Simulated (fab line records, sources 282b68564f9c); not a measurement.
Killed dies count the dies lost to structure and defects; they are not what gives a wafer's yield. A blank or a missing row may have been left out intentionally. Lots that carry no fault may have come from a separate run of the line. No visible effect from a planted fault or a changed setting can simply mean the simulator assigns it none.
fab line records ; flow ritCmos
record: lots: 14; wafers: 42; lastDay: 7
route steps=202 shown NWELL@36
lots with no fault: from the same line, run without faults
startH: start of the lot's first displayed wafer, in hours after the record's first day ; waitH: time in hours since the lot's previous step ; " as in the row above ; L1.1+2: several wafers, shown together as one row ; - no value, or no start given ; * or withheld: withheld ; < > ~ a bound
route shown NAME@n: names a module that has steps shown in the file, with the first one's number in the route ; usual: average and standard deviation across the fault-free wafers ; same: alike in all rows ; chamber/n: place in a boat ; sites: per-site readings ; _std_site: the values' standard deviation ; _edge_site: outer sites' mean less inner sites' ; radiusMm: for every site, how far away it sits from the centre of the wafer ; mask NAME#n: copy n ; behind: tool/chamber where the wafer was last shaped ; hold: why the lot was held/for how many hours/how that ended ; device: which transistor (n, p or np) failed to switch ; end of line: at the end of the route, the tests of the same wafers ; for a step that has no rows: nothing shown but its recipe ; killed: the dies lost at the first sort to structure and to defects; this is not the yield of the wafer ; map: a wafer's dies, x killed, . not, _ none there
set.NAME: the setting that was run; set.NAME@STEP: the one run at that earlier step ; model.NAME: the simulator's own value behind a step, which no gauge read
the route's steps for a sample of lots (tables are steps, rows are wafers)
services: from which hour (startH, from the record's first day; less than 0 if before it) a tool's chamber was out of use, for how many hours, and why
== steps ==
step: RIT_NWELL_IMPLANT_08
recipe: species: P; energyKev: 170; doseCm2: 4.896e+13; tiltDeg: 7
usual: beamEnergyKeV: 170.01/0.055
lot.wafer;tool;chamber;startH;waitH;beamEnergyKeV
L144.3;implanter-04;0;26.87;0.2;169.99
L144.5;implanter-04;0;26.87;0.2;169.98
L144.6;implanter-04;0;26.87;0.2;169.91
L146.2;implanter-01;0;36.21;0.2;170.02
L146.3;implanter-01;0;36.21;0.2;169.99
L146.6;implanter-01;0;36.21;0.2;170.00
L147.2;implanter-04;0;40.12;0.2;170.03
L147.3;implanter-04;0;40.12;0.2;169.98
L147.5;implanter-04;0;40.12;0.2;170.02
L148.1;implanter-02;0;43.77;0.2;170.07
L148.3;implanter-02;0;43.77;0.2;170.07
L148.6;implanter-02;0;43.77;0.2;169.99
L150.1;implanter-02;0;52.95;0.2;169.99
L150.3;implanter-02;0;52.95;0.2;169.97
L150.6;implanter-02;0;52.95;0.2;169.98
L151.1;implanter-02;0;58.75;0.2;170.04
L151.4;implanter-02;0;58.75;0.2;169.91
L151.6;implanter-02;0;58.75;0.2;169.96
L155.1;implanter-04;0;79.21;0.2;119.01
L155.3;implanter-04;0;79.21;0.2;119.11
L155.4;implanter-04;0;79.21;0.2;119.08
L156.2;implanter-02;0;87.62;0.2;169.93
L156.5;implanter-02;0;87.62;0.2;169.93
L156.6;implanter-02;0;87.62;0.2;170.02
L157.1;implanter-04;0;88.79;0.2;119.07
L157.4;implanter-04;0;88.79;0.2;119.01
L157.5;implanter-04;0;88.79;0.2;119.01
L158.1;implanter-01;0;92.12;0.2;169.94
L158.2;implanter-01;0;92.12;0.2;169.99
L158.6;implanter-01;0;92.12;0.2;169.93
L159.2;implanter-02;0;99.25;0.2;169.99
L159.4;implanter-02;0;99.25;0.2;170.03
L159.6;implanter-02;0;99.25;0.2;170.00
L161.2;implanter-01;0;112.14;0.2;170.05
L161.3;implanter-01;0;112.14;0.2;170.01
L161.6;implanter-01;0;112.14;0.2;170.00
L162.2;implanter-02;0;114.58;0.2;170.03
L162.5;implanter-02;0;114.58;0.2;170.09
L162.6;implanter-02;0;114.58;0.2;170.05
L166.2;implanter-02;0;133.72;0.2;169.97
L166.4;implanter-02;0;133.72;0.2;169.97
L166.6;implanter-02;0;133.72;0.2;169.97
step: RIT_NWELL_TW_MEAS_10
usual: NWELL_TW: 2140/19
lot.wafer;tool;chamber;startH;waitH;NWELL_TW
L144.3;filmMetro-04;-;27.17;0.1;2170
L144.5;filmMetro-04;-;27.17;0.1;2159
L144.6;filmMetro-04;-;27.17;0.1;2160
L146.2;filmMetro-03;-;36.52;0.1;2110
L146.3;filmMetro-03;-;36.52;0.1;2129
L146.6;filmMetro-03;-;36.52;0.1;2117
L147.2;filmMetro-01;-;40.43;0.1;2109
L147.3;filmMetro-01;-;40.43;0.1;2123
L147.5;filmMetro-01;-;40.43;0.1;2116
L148.1;filmMetro-04;-;44.10;0.1;2160
L148.3;filmMetro-04;-;44.10;0.1;2167
L148.6;filmMetro-04;-;44.10;0.1;2161
L150.1;filmMetro-03;-;53.27;0.1;2128
L150.3;filmMetro-03;-;53.27;0.1;2124
L150.6;filmMetro-03;-;53.27;0.1;2126
L151.1;filmMetro-03;-;59.07;0.1;2110
L151.4;filmMetro-03;-;59.07;0.1;2123
L151.6;filmMetro-03;-;59.07;0.1;2115
L155.1;filmMetro-01;-;79.53;0.1;1984
L155.3;filmMetro-01;-;79.53;0.1;1984
L155.4;filmMetro-01;-;79.53;0.1;1987
L156.2;filmMetro-03;-;87.93;0.1;2111
L156.5;filmMetro-03;-;87.93;0.1;2113
L156.6;filmMetro-03;-;87.93;0.1;2120
L157.1;filmMetro-03;-;89.11;0.1;1965
L157.4;filmMetro-03;-;89.11;0.1;1969
L157.5;filmMetro-03;-;89.11;0.1;1962
L158.1;filmMetro-04;-;92.45;0.1;2166
L158.2;filmMetro-04;-;92.45;0.1;2162
L158.6;filmMetro-04;-;92.45;0.1;2157
L159.2;filmMetro-01;-;99.56;0.1;2139
L159.4;filmMetro-01;-;99.56;0.1;2126
L159.6;filmMetro-01;-;99.56;0.1;2131
L161.2;filmMetro-01;-;112.45;0.1;2126
L161.3;filmMetro-01;-;112.45;0.1;2139
L161.6;filmMetro-01;-;112.45;0.1;2124
L162.2;filmMetro-04;-;114.91;0.1;2161
L162.5;filmMetro-04;-;114.91;0.1;2165
L162.6;filmMetro-04;-;114.91;0.1;2171
L166.2;filmMetro-01;-;134.03;0.1;2129
L166.4;filmMetro-01;-;134.03;0.1;2146
L166.6;filmMetro-01;-;134.03;0.1;2144
step: RIT_WELLDRIVE_RS_MEAS_01
recipe: thkMeasGauge: four-point-probe
usual: NWELL_RS: 279.3/1.2
lot.wafer;tool;chamber;startH;waitH;NWELL_RS[ohm/sq]
L144.3;filmMetro-01;-;33.91;0.0;278.8
L144.5;filmMetro-01;-;33.91;0.0;280.1
L144.6;filmMetro-01;-;33.91;0.0;279.0
L146.2;filmMetro-03;-;44.61;0.0;279.6
L146.3;filmMetro-03;-;44.61;0.0;279.4
L146.6;filmMetro-03;-;44.61;0.0;278.7
L147.2;filmMetro-04;-;47.55;0.0;279.8
L147.3;filmMetro-04;-;47.55;0.0;279.8
L147.5;filmMetro-04;-;47.55;0.0;279.8
L148.1;filmMetro-01;-;52.80;0.0;280.4
L148.3;filmMetro-01;-;52.80;0.0;280.6
L148.6;filmMetro-01;-;52.80;0.0;280.4
L150.1;filmMetro-03;-;62.52;0.0;277.1
L150.3;filmMetro-03;-;62.52;0.0;276.8
L150.6;filmMetro-03;-;62.52;0.0;276.6
L151.1;filmMetro-01;-;65.98;0.0;280.8
L151.4;filmMetro-01;-;65.98;0.0;279.2
L151.6;filmMetro-01;-;65.98;0.0;280.2
L155.1;filmMetro-01;-;87.08;0.0;284.0
L155.3;filmMetro-01;-;87.08;0.0;283.6
L155.4;filmMetro-01;-;87.08;0.0;284.0
L156.2;filmMetro-04;-;94.87;0.0;280.4
L156.5;filmMetro-04;-;94.87;0.0;279.2
L156.6;filmMetro-04;-;94.87;0.0;280.1
L157.1;filmMetro-04;-;95.80;0.0;283.3
L157.4;filmMetro-04;-;95.80;0.0;283.1
L157.5;filmMetro-04;-;95.80;0.0;283.6
L158.1;filmMetro-04;-;100.19;0.0;278.9
L158.2;filmMetro-04;-;100.19;0.0;279.5
L158.6;filmMetro-04;-;100.19;0.0;278.6
L159.2;filmMetro-04;-;106.43;0.0;279.2
L159.4;filmMetro-04;-;106.43;0.0;279.2
L159.6;filmMetro-04;-;106.43;0.0;279.2
L161.2;filmMetro-03;-;119.16;0.0;278.5
L161.3;filmMetro-03;-;119.16;0.0;277.3
L161.6;filmMetro-03;-;119.16;0.0;278.4
L162.2;filmMetro-03;-;124.25;0.0;277.3
L162.5;filmMetro-03;-;124.25;0.0;277.9
L162.6;filmMetro-03;-;124.25;0.0;277.0
L166.2;filmMetro-04;-;141.21;0.0;279.4
L166.4;filmMetro-04;-;141.21;0.0;278.0
L166.6;filmMetro-04;-;141.21;0.0;279.5
== services ==
tool;chamber;startH;hours;kind
implanter-01;-;24.77;3.8;repair
implanter-04;-;44.14;15.7;pm
implanter-02;-;77.75;1.7;repair
implanter-04;-;100.37;19.7;pm
implanter-01;-;118.44;0.8;repair
== key ==
firstSign: step: RIT_NWELL_IMPLANT_08; reading: beamEnergyKeV; direction: down; sigmas: 99+; usual: 170.01; struck: 119.05
effect: step: RIT_NWELL_TW_MEAS_10; reading: NWELL_TW; direction: down; sigmas: 8.9; usual: 2140; struck: 1975
effect: step: RIT_WELLDRIVE_RS_MEAS_01; reading: NWELL_RS; direction: up; sigmas: 3.5; usual: 279.3; struck: 283.6
metAt RIT_NWELL_IMPLANT_08
struckLots L155,L157
testerLeftOut L155,L157
onsetBetween 40.12 79.21
fault: kind: processParameterDrift; tool: implanter-04; chamber: -; onsetH: 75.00; steps: RIT_NWELL_IMPLANT_08; channel: energyKev; offset: -51; shape: step; endH: 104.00; actsIn: theseRecipesOnly; stated: 170
testerLeftOut: of these lots the tester's yield and bins aren't shown, on N5 and GAA mostly nor the transistor test; their killed dies are dies lost to structure and defects alone, not to doping, threshold or leakage, so they don't give the yield
